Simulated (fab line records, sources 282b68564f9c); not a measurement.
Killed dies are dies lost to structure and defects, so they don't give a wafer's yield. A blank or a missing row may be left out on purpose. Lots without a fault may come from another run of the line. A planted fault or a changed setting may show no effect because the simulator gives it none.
Split-lot experiment | flow rit_cmos | 5 lots, 23 wafers read, on a route of 202 steps

THE SPLIT
At RIT_NWELL_IMPLANT_08, the setting dose_cm2 was moved away from the recipe's 5e+13 on 5 of the 23 wafers read, by -3.1% to +1.9%. The other wafers ran this setting at the recipe's value.

FROM THE SPLIT TO THE READING: what the file shows between them, 3 steps
- RIT_PWELL_IMPLANT_08 (also split here: tilt_deg)
- RIT_PWELL_STRIP_09: strips in O2, time 180 s
- RIT_WELLDRIVE_ANNEAL_00: time 14700 s

THE READING
NWELL_RS, in ohm/sq, at RIT_WELLDRIVE_RS_MEAS_01 (measures by four-point-probe). Fault-free wafers of this fab line usually give 275.4 ohm/sq, standard deviation 0.81 ohm/sq.

wafer  | tool, chamber at the split | dose_cm2 as run | against the recipe | NWELL_RS, ohm/sq | against lot-mates on the recipe
L074.2 | implanter-03, 0            | 5e+13           | recipe             | 275.2            | -
L074.3 | implanter-03, 0            | 5e+13           | recipe             | 274.6            | -
L074.4 | implanter-03, 0            | 5e+13           | recipe             | 275.2            | -
L074.5 | implanter-03, 0            | 5e+13           | recipe             | 274.3            | -
L074.6 | implanter-03, 0            | 5e+13           | recipe             | 274.5            | -
L075.1 | implanter-04, 0            | 5e+13           | recipe             | 274.4            | -
L075.4 | implanter-04, 0            | 5e+13           | recipe             | 275.4            | -
L075.6 | implanter-04, 0            | 5e+13           | recipe             | 275.0            | -
L076.1 | implanter-03, 0            | 5e+13           | recipe             | 275.3            | -
L076.2 | implanter-03, 0            | 5e+13           | recipe             | 275.6            | -
L076.3 | implanter-03, 0            | 5e+13           | recipe             | 275.3            | -
L076.4 | implanter-03, 0            | 5e+13           | recipe             | 275.5            | -
L076.5 | implanter-03, 0            | 5e+13           | recipe             | 275.5            | -
L081.1 | implanter-01, 0            | 5e+13           | recipe             | 275.1            | -
L081.3 | implanter-01, 0            | 5.096e+13       | +1.9%              | 272.6            | -2.9
L081.4 | implanter-01, 0            | 5.096e+13       | +1.9%              | 271.8            | -3.8
L081.5 | implanter-01, 0            | 5e+13           | recipe             | 276.0            | -
L081.6 | implanter-01, 0            | 5.096e+13       | +1.9%              | 271.9            | -3.7
L083.1 | implanter-01, 0            | 4.847e+13       | -3.1%              | 281.3            | +5.4
L083.2 | implanter-01, 0            | 5e+13           | recipe             | 275.4            | -
L083.3 | implanter-01, 0            | 5e+13           | recipe             | 275.9            | -
L083.4 | implanter-01, 0            | 4.847e+13       | -3.1%              | 281.3            | +5.4
L083.5 | implanter-01, 0            | 5e+13           | recipe             | 276.3            | -

THE FIT
A straight line over all 23 wafers: NWELL_RS changes by -1.85 ohm/sq for each +1% of dose_cm2; r = -0.97; the points scatter about the line by 0.54 ohm/sq.
The same after taking each lot's own level away (the mean of its wafers on the recipe; 23 wafers): -1.78 ohm/sq for each +1%; r = -0.99; scatter 0.34 ohm/sq.
On that fit, the largest move of dose_cm2 shifts the reading by 5.5 ohm/sq.
The lots' own levels span 274.76 to 275.87 ohm/sq, that is 1.4 times the standard deviation above.
So the lot-to-lot level changes the slope little: the two slopes agree.
Check: with one of the wafers moved furthest among these (-3.1%) left out of the fit, the line predicts +5.46 ohm/sq for it against its lot-mates. It came out at +5.43 ohm/sq against them.

OTHER SPLITS ON THESE WAFERS
These wafers also went through other splits before the reading. Each is held against what the fit with the lots' levels taken away leaves over:
other split on the same wafers | wafers away from the commonest value | r with NWELL_RS (lot level and that fit taken away)
RIT_ACTIVE_OXIDATION_01 temp_c | 18                                   | -0.01
RIT_ACTIVE_EXPOSE_08 dose_mj   | 9                                    | -0.05
RIT_FOX1_OXIDATION_00 temp_c   | 15                                   | +0.01
RIT_FOX2_OXIDATION_00 temp_c   | 15                                   | +0.01
RIT_NWELL_COAT_01 spin_rpm     | 6                                    | +0.05
RIT_PWELL_IMPLANT_08 tilt_deg  | 9                                    | +0.09

THE FILE'S OWN FIT
NWELL_RS changes by -1.78 ohm/sq for each +1% of dose_cm2, r = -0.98.
